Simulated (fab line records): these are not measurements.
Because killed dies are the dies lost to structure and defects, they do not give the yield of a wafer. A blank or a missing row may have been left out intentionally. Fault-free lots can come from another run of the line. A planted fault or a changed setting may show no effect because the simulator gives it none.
fab line records | flow rit-cmos
[record] lots = 6 wafers = 18 last-day = 7
route steps=202 shown GATE@89 REOX@98 NLDD@103 PLDD@114 SPACER@125 M1@202
lots with no fault: from the same line, run without faults
start-h: hours from the record's opening day to when the first of the lot's shown wafers began | wait-h: hours from the lot's prior step to this one | " the same as in the row above | L1.1+2: a row that stands for several wafers | - no value present, or no start provided | * or withheld: withheld | < > ~ a bound
route shown NAME@n: names a module that has steps shown in the file, with the first one's number in the route | usual: average and standard deviation across the fault-free wafers | same: alike in all rows | chamber/n: place in a boat | sites: readings site by site | _std_site: their standard deviation | _edge_site: outer sites' mean less inner sites' | radius-mm: for every site, how far away it sits from the centre of the wafer | mask NAME#n: copy n | behind: tool/chamber where the wafer was last shaped | hold: what put the lot on hold/how long, in hours/how the hold closed | device: the transistor (n, p or np) that didn't switch | end of line: the same wafers' tests at the end of the route | a step without rows: its recipe alone | killed: dies that structure and defects cost at the first sort, which is not the same as the wafer's yield | map: a wafer's dies, x killed, . not, _ none there
set.NAME: the setting the step ran with; set.NAME@STEP: the setting that earlier step ran with | model.NAME: the simulator's own value behind a step, which no gauge read
lots at selected steps of the route; one table per step, one row per wafer
services: a tool's chamber out of use, with start hour (start-h, from the record's first day; less than 0 if before it), hours out, and reason
[[steps]]
[step RIT_GATE_EXPOSE_13]
[recipe] mask-id = M6 na = 0.6 source-shape = conventional sigma-outer = 0.6 target-cd-nm = 150 dose-mj = 380
[step RIT_GATE_PEB_14]
[recipe] resist = NOVOLAK temp-c = withheld time-s = withheld
[step RIT_GATE_DEVELOP_15]
[recipe] resist = NOVOLAK develop-time-s = 50 dev-temp-c = 23
[step RIT_GATE_CD_MEAS_16]
[recipe] target-cd-nm = 150
[usual] cd-nm = 149.6/1.8
// columns lot.wafer tool chamber start-h wait-h cd-nm
L824.3 cd-sem-02 - 51.78 - 148.6
L824.4 " - " " 150.8
L824.5 " - " " 152.4
L829.3 cd-sem-01 - 78.25 - 151.6
L829.5 " - " " 150.9
L829.6 " - " " 149.1
L833.1 cd-sem-02 - 96.99 - 144.2
L833.4 " - " " 145.8
L833.5 " - " " 144.8
L834.2 cd-sem-01 - 102.27 - 150.1
L834.3 " - " " 148.7
L834.5 " - " " 149.6
L840.1 cd-sem-02 - 134.48 - 154.0
L840.2 " - " " 149.6
L840.4 " - " " 153.4
L844.1 cd-sem-02 - 152.63 - 147.9
L844.2 " - " " 146.7
L844.3 " - " " 146.7
[step RIT_GATE_OVL_MEAS_17]
[usual] GATE_OVL = 1.4/1.2
// columns lot.wafer tool chamber start-h wait-h GATE_OVL[nm]
L824.3 overlay-01 - 51.87 0.1 1.5
L824.4 " - " " 2.4
L824.5 " - " " 2.2
L829.3 overlay-02 - 78.34 0.1 1.2
L829.5 " - " " 2.3
L829.6 " - " " 2.6
L833.1 overlay-02 - 97.11 0.1 0.1
L833.4 " - " " -0.1
L833.5 " - " " 0.4
L834.2 overlay-01 - 102.37 0.1 0.1
L834.3 " - " " 1.0
L834.5 " - " " 2.9
L840.1 overlay-01 - 134.60 0.1 2.1
L840.2 " - " " 2.2
L840.4 " - " " 1.7
L844.1 overlay-02 - 152.75 0.1 1.2
L844.2 " - " " 1.9
L844.3 " - " " 2.5
[step RIT_GATE_HARDBAKE_18]
[recipe] resist = NOVOLAK temp-c = 140 time-s = 60
[step RIT_GATE_ETCH_19]
[recipe] chemistry = SF6/CHF3/O2 time-s = 165 SF6_flow_sccm = 30 CHF3_flow_sccm = 30 O2_flow_sccm = 5 target = poly-Si pressure-mtorr = 40 rf-w = 160 target-depth-a = 3125 over-etch-frac = 0.25 stop-on = SiO2
[usual] drypump-motor-current-A = 5.8/0.42 oes-product-au = 0.850/0.0086 rf-fwd-power-W = 159.3/0.52 throttle-valve-pct = 10.23/0.12
[same] time-s = 165
// columns lot.wafer tool chamber start-h wait-h drypump-motor-current-A oes-product-au rf-fwd-power-W rf-hours-counter-h throttle-valve-pct
L824.3 rie-si-01 3 52.04 0.1 5.4 0.855 157.6 47 10.17
L824.4 " 1 " " 6.4 0.860 159.2 19 10.02
L824.5 " 2 " " 5.6 0.853 159.5 - 10.31
L829.3 rie-si-02 1 78.51 0.1 6.5 0.854 159.3 69 10.23
L829.5 " 3 " " 5.8 0.853 159.6 - 10.31
L829.6 " 0 " " 5.3 0.855 160.5 - 10.42
L833.1 rie-si-02 3 97.30 0.1 5.8 0.841 159.7 148 10.31
L833.4 " 2 " " 5.6 0.825 159.8 142 10.16
L833.5 " 3 " " 5.8 0.841 158.6 - 10.30
L834.2 rie-si-01 3 102.55 0.1 5.4 0.846 158.6 47 10.15
L834.3 " 2 " " 5.6 0.844 159.3 2 10.31
L834.5 " 2 " " 5.6 0.843 158.8 - 10.32
L840.1 rie-si-01 3 134.78 0.1 5.4 0.851 159.0 48 10.14
L840.2 " 2 " " 5.6 0.844 159.1 2 10.32
L840.4 " 2 " " 5.7 0.832 159.9 - 10.32
L844.1 rie-si-01 2 152.94 0.1 5.7 0.853 159.0 2 10.30
L844.2 " 3 " " 5.4 0.863 158.8 48 10.15
L844.3 " 0 " " 5.9 0.855 159.4 3 10.22
[step RIT_GATE_STRIP_20]
[recipe] chemistry = O2 time-s = 180 resist = NOVOLAK platen-temp-c = withheld power-w = 500 pressure-mtorr = 4000 o2-flow-sccm = 4000
[usual] drypump-motor-current-A = 5.6/0.48
[same] time-s = 180
// columns lot.wafer tool chamber start-h wait-h drypump-motor-current-A rf-hours-counter-h
L824.3 plasma-asher-03 1 52.21 0.1 5.2 -
L824.4 " 0 " " 6.4 -
L824.5 " 0 " " 6.4 -
L829.3 plasma-asher-04 1 78.68 0.1 4.9 -
L829.5 " 1 " " 5.0 -
L829.6 " 0 " " 5.5 -
L833.1 plasma-asher-03 1 97.40 0.1 5.2 29
L833.4 " 1 " " 5.2 -
L833.5 " 1 " " 5.2 -
L834.2 plasma-asher-04 1 102.66 0.1 5.0 48
L834.3 " 0 " " 5.5 -
L834.5 " 1 " " 5.0 -
L840.1 plasma-asher-03 1 134.89 0.1 5.2 33
L840.2 " 0 " " 6.4 33
L840.4 " 1 " " 5.2 -
L844.1 plasma-asher-04 1 153.05 0.1 5.0 55
L844.2 " 0 " " 5.5 55
L844.3 " 1 " " 5.0 -
[step RIT_GATE_CD_MEAS_90]
[recipe] target-cd-nm = 150
[usual] cd-nm = 149.6/1.8
// columns lot.wafer tool chamber start-h wait-h cd-nm
L824.3 cd-sem-02 - 52.37 0.1 149.0
L824.4 " - " " 151.1
L824.5 " - " " 152.3
L829.3 cd-sem-01 - 78.84 0.1 151.2
L829.5 " - " " 150.5
L829.6 " - " " 149.1
L833.1 cd-sem-02 - 97.58 0.1 143.9
L833.4 " - " " 145.8
L833.5 " - " " 144.6
L834.2 cd-sem-01 - 102.86 0.1 149.8
L834.3 " - " " 148.6
L834.5 " - " " 149.0
L840.1 cd-sem-01 - 135.07 0.1 154.1
L840.2 " - " " 149.9
L840.4 " - " " 153.3
L844.1 cd-sem-01 - 153.22 0.1 147.7
L844.2 " - " " 146.2
L844.3 " - " " 146.8
[step RIT_REOX_CLEAN_00]
[recipe] chemistry = SC1 mix = 3:3:50 time-s = 600 temp-c = 73.77
[step RIT_REOX_CLEAN_01]
[recipe] chemistry = dHF dilution = 50:1 time-s = 30
[step RIT_REOX_CLEAN_02]
[recipe] chemistry = SC2 mix = 3:3:50 time-s = 600 temp-c = 75 dry = n2-spin
[step RIT_REOX_OXIDATION_03]
[recipe] temp-c = 900 ambient = O2 target-thk-a = 252 ox-time-s = 5580
[usual] spike-tc-centre-C = 903.9/1.6 spike-tc-load-C = 924.6/2.6 spike-tc-source-C = 925.0/1.1 tube-center-temp-C = 900.01/0.082 tube_center_temp_C_max = 902.3/0.41 zone-power-centre-pct = 40.2/2.4
// columns lot.wafer tool chamber start-h wait-h spike-tc-centre-C spike-tc-load-C spike-tc-source-C tube-center-temp-C tube_center_temp_C_max zone-power-centre-pct model.SiO2_of_REOX_OXIDATION_03.thk-nm
L824.3 furnace-03 0 52.81 0.0 904.7 924.3 924.5 900.01 902.1 38.5 25.27
L824.4 " 0 " " 905.9 923.1 923.0 900.05 902.7 38.9 25
L824.5 " 0 " " 904.8 925.4 923.2 899.9 902.2 39.0 25.1
L829.3 furnace-02 0 79.28 0.0 904.5 927.5 926.7 900.01 902.2 38.4 26.3
L829.5 " 0 " " 900.3 927.8 925.5 900.02 902.4 38.9 26.35
L829.6 " 0 " " 903.8 928.8 924.4 900.04 902.8 38.0 25.95
L833.1 furnace-02 0 98.07 0.0 921.5 947.4 946.8 920.17 924.1 39.7 30.86
L833.4 " 0 " " 920.5 947.8 944.7 920.04 922.0 38.8 30.9
L833.5 " 0 " " 920.6 949.0 945.8 920.09 922.8 39.6 30.81
L834.2 furnace-02 0 103.48 0.1 922.7 948.9 944.8 920.07 922.3 38.7 31.32
L834.3 " 0 " " 921.4 948.9 946.2 919.98 922.4 38.9 31.47
L834.5 " 0 " " 921.4 949.8 945.0 919.95 922.4 39.5 31.42
L840.1 furnace-03 0 136.52 1.0 906.0 924.0 924.0 899.98 902.7 39.1 25.56
L840.2 " 0 " " 904.1 924.0 924.3 900.15 902.1 40.3 25.5
L840.4 " 0 " " 905.0 923.2 924.7 900.01 901.9 38.6 25.64
L844.1 furnace-04 0 153.71 0.0 905.2 922.7 926.7 899.79 902.0 43.7 24.99
L844.2 " 0 " " 904.1 921.8 924.6 899.89 902.4 43.3 25.05
L844.3 " 0 " " 905.3 923.5 927.3 899.99 902.2 44.1 25.03
[step RIT_REOX_THK_MEAS_04]
[recipe] reads = SiO2_of_REOX_OXIDATION_03
[usual] REOX_OXIDE_THK = 25.4/0.54
// columns lot.wafer tool chamber start-h wait-h REOX_OXIDE_THK[nm]
L824.3 film-metro-02 - 55.38 0.0 25.3
L824.4 " - " " 25.0
L824.5 " - " " 25.1
L829.3 film-metro-02 - 81.85 0.0 26.3
L829.5 " - " " 26.3
L829.6 " - " " 25.9
L833.1 film-metro-02 - 100.62 0.0 30.9
L833.4 " - " " 30.9
L833.5 " - " " 30.8
L834.2 film-metro-01 - 106.04 0.0 31.3
L834.3 " - " " 31.5
L834.5 " - " " 31.5
L840.1 film-metro-04 - 139.07 0.0 25.5
L840.2 " - " " 25.5
L840.4 " - " " 25.7
L844.1 film-metro-01 - 156.26 0.0 25.0
L844.2 " - " " 25.1
L844.3 " - " " 25.0
[step RIT_NLDD_HMDS_00]
[recipe] prime-time-s = 60 prime-temp-c = 140
[step RIT_NLDD_COAT_01]
[recipe] resist = NOVOLAK spin-rpm = 3250 resist-thk-nm = 1000
[step RIT_NLDD_SOFTBAKE_02]
[recipe] resist = NOVOLAK temp-c = 90 time-s = 60
[step RIT_NLDD_EXPOSE_03]
[recipe] mask-id = M7 na = 0.57 target-cd-nm = 40700 dose-mj = 250
[step RIT_NLDD_PEB_04]
[recipe] resist = NOVOLAK temp-c = withheld time-s = withheld
[step RIT_NLDD_DEVELOP_05]
[recipe] resist = NOVOLAK develop-time-s = 50 dev-temp-c = 23
[step RIT_NLDD_OVL_MEAS_06]
[usual] NLDD_OVL = 1.6/1.4
// columns lot.wafer tool chamber start-h wait-h NLDD_OVL[nm]
L824.3 overlay-02 - 56.29 - 2.5
L824.4 " - " " 2.2
L824.5 " - " " 1.0
L829.3 overlay-01 - 82.93 - 3.0
L829.5 " - " " 3.8
L829.6 " - " " 4.1
L833.1 overlay-02 - 101.72 - -0.2
L833.4 " - " " 1.4
L833.5 " - " " -0.3
L834.2 overlay-02 - 107.19 - 0.3
L834.3 " - " " 1.3
L834.5 " - " " 0.4
L840.1 overlay-02 - 139.98 - 2.1
L840.2 " - " " 2.5
L840.4 " - " " 1.2
L844.1 overlay-01 - 157.30 - -0.4
L844.2 " - " " -0.8
L844.3 " - " " 2.2
[step RIT_NLDD_HARDBAKE_07]
[recipe] resist = NOVOLAK temp-c = 140 time-s = 60
[step RIT_NLDD_IMPLANT_08]
[recipe] species = P energy-kev = 20 dose-cm2 = 5.08e+14 tilt-deg = 7
[step RIT_NLDD_STRIP_09]
[recipe] chemistry = O2 time-s = 180 resist = NOVOLAK platen-temp-c = withheld power-w = 500 pressure-mtorr = 4000 o2-flow-sccm = 4000
[usual] drypump-motor-current-A = 5.6/0.45
[same] time-s = 180
// columns lot.wafer tool chamber start-h wait-h drypump-motor-current-A rf-hours-counter-h
L824.3 plasma-asher-03 0 56.67 0.1 6.4 -
L824.4 " 1 " " 5.1 -
L824.5 " 0 " " 6.3 -
L829.3 plasma-asher-02 1 83.31 0.1 5.8 -
L829.5 " 1 " " 5.8 -
L829.6 " 0 " " 5.7 -
L833.1 plasma-asher-04 0 102.06 0.1 5.5 48
L833.4 " 1 " " 5.0 -
L833.5 " 1 " " 5.0 -
L834.2 plasma-asher-02 1 107.52 0.1 5.8 46
L834.3 " 0 " " 5.7 -
L834.5 " 1 " " 5.8 -
L840.1 plasma-asher-04 0 140.32 0.1 5.5 53
L840.2 " 1 " " 4.9 53
L840.4 " 0 " " 5.5 -
L844.1 plasma-asher-02 0 157.63 0.1 5.8 52
L844.2 " 1 " " 5.8 52
L844.3 " 0 " " 5.7 -
[step RIT_NLDD_TW_MEAS_10]
[usual] NLDD_TW = 2490/22
// columns lot.wafer tool chamber start-h wait-h NLDD_TW
L824.3 film-metro-04 - 56.80 0.1 2507
L824.4 " - " " 2500
L824.5 " - " " 2490
L829.3 film-metro-03 - 83.45 0.1 2472
L829.5 " - " " 2474
L829.6 " - " " 2478
L833.1 film-metro-02 - 102.23 0.1 2461
L833.4 " - " " 2454
L833.5 " - " " 2466
L834.2 film-metro-02 - 107.70 0.1 2461
L834.3 " - " " 2471
L834.5 " - " " 2460
L840.1 film-metro-04 - 140.49 0.1 2506
L840.2 " - " " 2518
L840.4 " - " " 2526
L844.1 film-metro-03 - 157.81 0.1 2473
L844.2 " - " " 2479
L844.3 " - " " 2492
[step RIT_PLDD_HMDS_00]
[recipe] prime-time-s = 60 prime-temp-c = 140
[step RIT_PLDD_COAT_01]
[recipe] resist = NOVOLAK spin-rpm = 3250 resist-thk-nm = 1000
[step RIT_PLDD_SOFTBAKE_02]
[recipe] resist = NOVOLAK temp-c = 90 time-s = 60
[step RIT_PLDD_EXPOSE_03]
[recipe] mask-id = M8 na = 0.57 target-cd-nm = 40900 dose-mj = 250
[step RIT_PLDD_PEB_04]
[recipe] resist = NOVOLAK temp-c = withheld time-s = withheld
[step RIT_PLDD_DEVELOP_05]
[recipe] resist = NOVOLAK develop-time-s = 50 dev-temp-c = 23
[step RIT_PLDD_OVL_MEAS_06]
[usual] PLDD_OVL = 1.1/1.4
// columns lot.wafer tool chamber start-h wait-h PLDD_OVL[nm]
L824.3 overlay-01 - 57.71 - 2.5
L824.4 " - " " 2.4
L824.5 " - " " 0.6
L829.3 overlay-01 - 84.48 - 2.3
L829.5 " - " " 2.2
L829.6 " - " " 2.0
L833.1 overlay-02 - 103.14 - 2.3
L833.4 " - " " -0.7
L833.5 " - " " 1.1
L834.2 overlay-01 - 108.61 - 1.4
L834.3 " - " " -0.8
L834.5 " - " " -0.3
L840.1 overlay-02 - 141.60 - 0.9
L840.2 " - " " -0.9
L840.4 " - " " 0.1
L844.1 overlay-01 - 158.84 - 1.2
L844.2 " - " " 3.2
L844.3 " - " " 3.7
[step RIT_PLDD_HARDBAKE_07]
[recipe] resist = NOVOLAK temp-c = 140 time-s = 60
[step RIT_PLDD_IMPLANT_08]
[recipe] species = BF2 energy-kev = 19.81 dose-cm2 = 9e+14 tilt-deg = 7
[step RIT_PLDD_STRIP_09]
[recipe] chemistry = O2 time-s = 180 resist = NOVOLAK platen-temp-c = withheld power-w = 500 pressure-mtorr = 4000 o2-flow-sccm = 4000
[usual] drypump-motor-current-A = 5.5/0.34
[same] time-s = 180
// columns lot.wafer tool chamber start-h wait-h drypump-motor-current-A rf-hours-counter-h
L824.3 plasma-asher-02 1 58.09 0.1 5.8 -
L824.4 " 0 " " 5.8 -
L824.5 " 0 " " 5.8 -
L829.3 plasma-asher-01 0 84.86 0.1 5.6 -
L829.5 " 1 " " 6.0 -
L829.6 " 0 " " 5.6 -
L833.1 plasma-asher-02 1 103.48 0.1 5.8 46
L833.4 " 0 " " 5.8 -
L833.5 " 1 " " 5.8 -
L834.2 plasma-asher-04 0 108.94 0.1 5.5 49
L834.3 " 1 " " 5.0 -
L834.5 " 1 " " 5.0 -
L840.1 plasma-asher-04 1 141.94 0.1 4.9 53
L840.2 " 0 " " 5.4 53
L840.4 " 0 " " 5.5 -
L844.1 plasma-asher-02 0 159.18 0.1 5.8 52
L844.2 " 1 " " 5.8 52
L844.3 " 0 " " 5.8 -
[step RIT_PLDD_TW_MEAS_10]
[usual] PLDD_TW = 2332/21
// columns lot.wafer tool chamber start-h wait-h PLDD_TW
L824.3 film-metro-04 - 58.22 0.1 2353
L824.4 " - " " 2346
L824.5 " - " " 2339
L829.3 film-metro-04 - 84.99 0.1 2354
L829.5 " - " " 2353
L829.6 " - " " 2357
L833.1 film-metro-03 - 103.65 0.1 2313
L833.4 " - " " 2322
L833.5 " - " " 2317
L834.2 film-metro-03 - 109.12 0.1 2335
L834.3 " - " " 2328
L834.5 " - " " 2311
L840.1 film-metro-02 - 142.11 0.1 2316
L840.2 " - " " 2299
L840.4 " - " " 2311
L844.1 film-metro-03 - 159.35 0.1 2320
L844.2 " - " " 2324
L844.3 " - " " 2305
[step RIT_SPACER_CLEAN_00]
[recipe] chemistry = SC1 mix = 3:3:50 time-s = 600 temp-c = 75
[usual] temp-c = 74.99/0.11
[same] time-s = 600
// columns lot.wafer tool chamber start-h wait-h temp-c model.SiO2_of_REOX_OXIDATION_03.thk-nm
L824.3 wet-bench-02 0 58.26 0.0 75.14 23.32
L824.4 " 0 " " 75.11 23.07
L824.5 " 0 " " 75.14 23.16
L829.3 wet-bench-03 2 85.03 0.0 74.92 24.24
L829.5 " 2 " " 74.91 24.3
L829.6 " 2 " " 75.14 23.94
L833.1 wet-bench-01 0 103.71 0.1 74.94 28.47
L833.4 " 0 " " 74.92 28.52
L833.5 " 0 " " 75.01 28.44
L834.2 wet-bench-03 0 109.17 0.0 75.09 28.87
L834.3 " 0 " " 75.13 29.02
L834.5 " 0 " " 75.17 28.98
L840.1 wet-bench-03 1 142.17 0.1 74.89 23.58
L840.2 " 1 " " 74.94 23.52
L840.4 " 1 " " 75.08 23.66
L844.1 wet-bench-02 0 159.41 0.1 74.91 23.07
L844.2 " 0 " " 74.99 23.14
L844.3 " 0 " " 74.86 23.13
[step RIT_SPACER_CLEAN_01]
[recipe] chemistry = dHF dilution = 50:1 time-s = 30
[step RIT_M1_PROBE_99]
[usual] killed-at-contacts = 0.1/0.25 killed-at-front-end = 7.1/2.9 killed-dies = 7.2/2.9 killed-on-rim = 2.0/1.3 killed-open = 3.6/1.9 killed-short = 3.5/1.9
[same] gross-dies = 264 killed_at_M0_to_M3 = 0 killed_at_M4_up = 0 killed-at-back-side = 0 killed-at-other = 0
// columns lot.wafer tool chamber start-h wait-h killed-at-contacts killed-at-front-end killed-dies killed-on-rim killed-open killed-short model.etest.pmos-turned.r-on-ohm-um model.etest.pmos_0p3.r-on-ohm-um model.etest.pmos_0p15.r-on-ohm-um model.etest.pldd.rs-ohm-sq model.etest.nmos_0p3.r-on-ohm-um model.etest.nmos_0p15.r-on-ohm-um model.etest.pldd.line-ohm-um model.etest.nldd.rs-ohm-sq
L824.3 prober-01 - 74.36 0.2 0 4 4 2 2 2 3390 6338 2694 481.5 2195 1156 150.4 395.2
L824.4 prober-01 - 74.41 0.2 0 2 2 1 2 0 3438 6430 2778 469.4 2209 1148 147.3 388.4
L824.5 prober-01 - 74.46 0.2 0 7 7 4 2 5 3470 6378 2793 475.3 2205 1178 150.3 392.9
L829.3 prober-01 - 98.22 0.2 0 4 4 1 2 2 3672 6482 2938 560.1 2186 1145 175.9 391.4
L829.5 prober-01 - 98.32 0.2 0 15 15 2 8 7 3708 6484 2935 562.6 2203 1169 178.2 389.4
L829.6 prober-01 - 98.37 0.2 0 2 2 0 2 0 3615 6537 2856 534.3 2193 1118 166.7 381
L833.1 prober-01 - 117.56 0.1 0 7 7 4 4 3 5738 7309 3569 1092 2361 1312 343.8 534.4
L833.4 prober-01 - 117.71 0.2 0 4 4 1 2 2 5723 7184 3612 1087 2342 1312 339.2 535
L833.5 prober-01 - 117.76 0.2 0 5 5 1 4 1 5565 7190 3577 1072 2320 1314 331.2 530.6
L834.2 prober-02 - 125.67 0.1 0 13 13 0 8 5 5835 7304 3707 1054 2478 1425 333.2 570.8
L834.3 prober-02 - 125.72 0.2 0 6 6 2 4 2 6179 7495 3791 1079 2559 1483 345.8 584.2
L834.5 prober-02 - 125.82 0.2 0 10 10 2 6 4 5919 7342 3725 1062 2487 1446 334.4 570.5
L840.1 prober-02 - 156.57 0.1 0 6 6 2 4 2 3626 6328 2909 563.1 2120 1126 179.9 381.9
L840.2 prober-02 - 156.62 0.1 1 11 12 2 7 5 3530 6265 2829 554.2 2099 1130 172.4 380.8
L840.4 prober-02 - 156.72 0.2 0 8 8 2 5 3 3677 6383 2967 566 2138 1158 179.3 380.1
L844.1 prober-01 - 172.48 0.1 0 8 8 2 2 6 3412 6332 2742 504.6 2146 1090 159.5 373.6
L844.2 prober-01 - 172.53 0.1 0 10 10 1 2 8 3456 6358 2730 509.4 2157 1103 162.1 374.5
L844.3 prober-01 - 172.58 0.2 0 9 9 3 5 4 3450 6374 2745 508.9 2181 1108 163.6 374.8
// killed by level:class
L824.3 REOX:geometric-particle:open=2 SPACER:geometric-particle:short=1 SILICIDE:geometric-particle:short=1
L824.4 GATE:geometric-particle:open=1 REOX:geometric-particle:open=1
L824.5 GATE:geometric-particle:short=3 REOX:geometric-particle:open=1 GATE:geometric-particle:open=1 REOX:geometric-particle:short=1 SILICIDE:geometric-particle:short=1
L829.3 FOX1:geometric-particle:open=1 GATE:geometric-particle:short=1 GATE:geometric-particle:open=1 REOX:geometric-particle:short=1
L829.5 GATE:geometric-particle:open=3 GATE:geometric-particle:short=2 REOX:geometric-particle:short=2 SPACER:geometric-particle:open=2 ACTIVE:geometric-particle:short=1 FOX1:geometric-particle:open=1 REOX:geometric-particle:open=1 SPACER:geometric-particle:short=1
L829.6 REOX:geometric-particle:open=1 SILICIDE:geometric-particle:open=1
L833.1 FOX2:geometric-particle:short=2 GATE:geometric-particle:open=2 GATE:geometric-particle:short=1 REOX:geometric-particle:open=1 SILICIDE:geometric-particle:open=1
L833.4 SILICIDE:geometric-particle:open=2 REOX:geometric-particle:short=1 SPACER:geometric-particle:short=1
L833.5 SILICIDE:geometric-particle:open=2 FOX2:geometric-particle:open=1 GATE:geometric-particle:open=1 GATE:geometric-particle:short=1
L834.2 FOX1:geometric-particle:short=2 GATE:geometric-particle:open=2 REOX:geometric-particle:open=2 SPACER:geometric-particle:short=2 SILICIDE:geometric-particle:open=2 FOX1:geometric-particle:open=1 FOX2:geometric-particle:open=1 REOX:geometric-particle:short=1
L834.3 GATE:geometric-particle:open=3 SILICIDE:geometric-particle:short=2 FOX2:geometric-particle:open=1
L834.5 GATE:geometric-particle:short=3 FOX2:geometric-particle:open=2 GATE:geometric-particle:open=2 FOX1:geometric-particle:open=1 FOX1:geometric-particle:short=1 REOX:geometric-particle:open=1
L840.1 GATE:geometric-particle:open=4 REOX:geometric-particle:short=1 SPACER:geometric-particle:short=1
L840.2 FOX1:geometric-particle:open=2 GATE:geometric-particle:short=2 GATE:geometric-particle:open=2 FOX2:geometric-particle:open=1 REOX:geometric-particle:open=1 REOX:geometric-particle:short=1 SPACER:geometric-particle:open=1 SPACER:geometric-particle:short=1
L840.4 GATE:geometric-particle:open=4 FOX1:geometric-particle:open=1 FOX1:geometric-particle:short=1 SPACER:geometric-particle:short=1 SILICIDE:geometric-particle:short=1
L844.1 REOX:geometric-particle:short=3 SILICIDE:geometric-particle:short=2 GATE:geometric-particle:open=1 GATE:geometric-particle:short=1 REOX:geometric-particle:open=1
L844.2 REOX:geometric-particle:short=3 FOX2:geometric-particle:short=2 GATE:geometric-particle:short=2 GATE:geometric-particle:open=2 FOX1:geometric-particle:short=1
L844.3 FOX2:geometric-particle:short=2 REOX:geometric-particle:open=2 FOX1:geometric-particle:open=1 FOX2:geometric-particle:open=1 GATE:geometric-particle:short=1 GATE:geometric-particle:open=1 REOX:geometric-particle:short=1
[[services]]
// columns tool chamber start-h hours kind
wet-bench-01 - 33.19 4.4 pm
plasma-asher-01 - 34.24 5.5 repair
plasma-asher-04 - 52.02 1.9 repair
wet-bench-02 - 69.68 2.6 repair
wet-bench-01 - 81.45 1.6 repair
rie-si-01 3 89.50 4.9 repair
furnace-04 - 90.36 3.3 pm
rie-si-01 0 94.70 4.2 repair
furnace-04 - 96.85 3.9 pm
furnace-03 - 104.38 3.2 pm
furnace-04 - 105.09 10.7 pm
plasma-asher-01 - 108.75 9.0 pm
plasma-asher-01 0 108.75 9.0 vent-cycle
plasma-asher-01 1 108.75 9.0 vent-cycle
plasma-asher-02 - 109.32 2.8 pm
plasma-asher-01 0 117.75 - clean
furnace-03 - 120.12 9.4 repair
rie-si-02 3 121.22 - clean
rie-si-02 3 121.22 23.3 scheduled-down
rie-si-02 3 121.22 23.3 vent-cycle
rie-si-01 0 125.31 16.7 repair
rie-si-02 0 144.48 - clean
rie-si-02 0 144.48 27.3 scheduled-down
rie-si-02 0 144.48 27.3 vent-cycle
[[key]]
[first-sign] step = RIT_REOX_OXIDATION_03 reading = tube-center-temp-C direction = up sigmas = 99+ usual = * struck = *
[effect] step = RIT_REOX_OXIDATION_03 reading = tube_center_temp_C_max direction = up sigmas = 50 usual = * struck = *
[effect] step = RIT_REOX_THK_MEAS_04 reading = REOX_OXIDE_THK direction = up sigmas = 11 usual = 25.4 struck = 31.1
[model-effect] step = RIT_REOX_OXIDATION_03 value = SiO2_of_REOX_OXIDATION_03.thk-nm without = 25.49 struck = 31.13
[model-effect] step = RIT_SPACER_CLEAN_00 value = SiO2_of_REOX_OXIDATION_03.thk-nm without = 23.51 struck = 28.72
[model-effect] step = RIT_M1_PROBE_99 value = etest.pmos-turned.r-on-ohm-um without = 3486 struck = 5826
met-at RIT_REOX_OXIDATION_03
struck-wafers L833.1,L833.4,L833.5,L834.2,L834.3,L834.5
tester-left-out L833,L834
[loop-trim] step = RIT_GATE_EXPOSE_13 setting = dose lots = L833
onset-between 79.28 98.07
[fault] kind = process-parameter-drift tool = furnace-02 chamber = - onset-h = 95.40 steps = RIT_REOX_OXIDATION_03 channel = temp-c offset = * shape = step end-h = 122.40 acts-in = * stated = *
// tester-left-out: of these lots the tester's yield and bins aren't shown, on N5 and GAA mostly nor the transistor test; their killed dies are dies lost to structure and defects alone, not to doping, threshold or leakage, so they don't give the yield
// loop-trim: a control loop set the setting to another value than it would have without faults
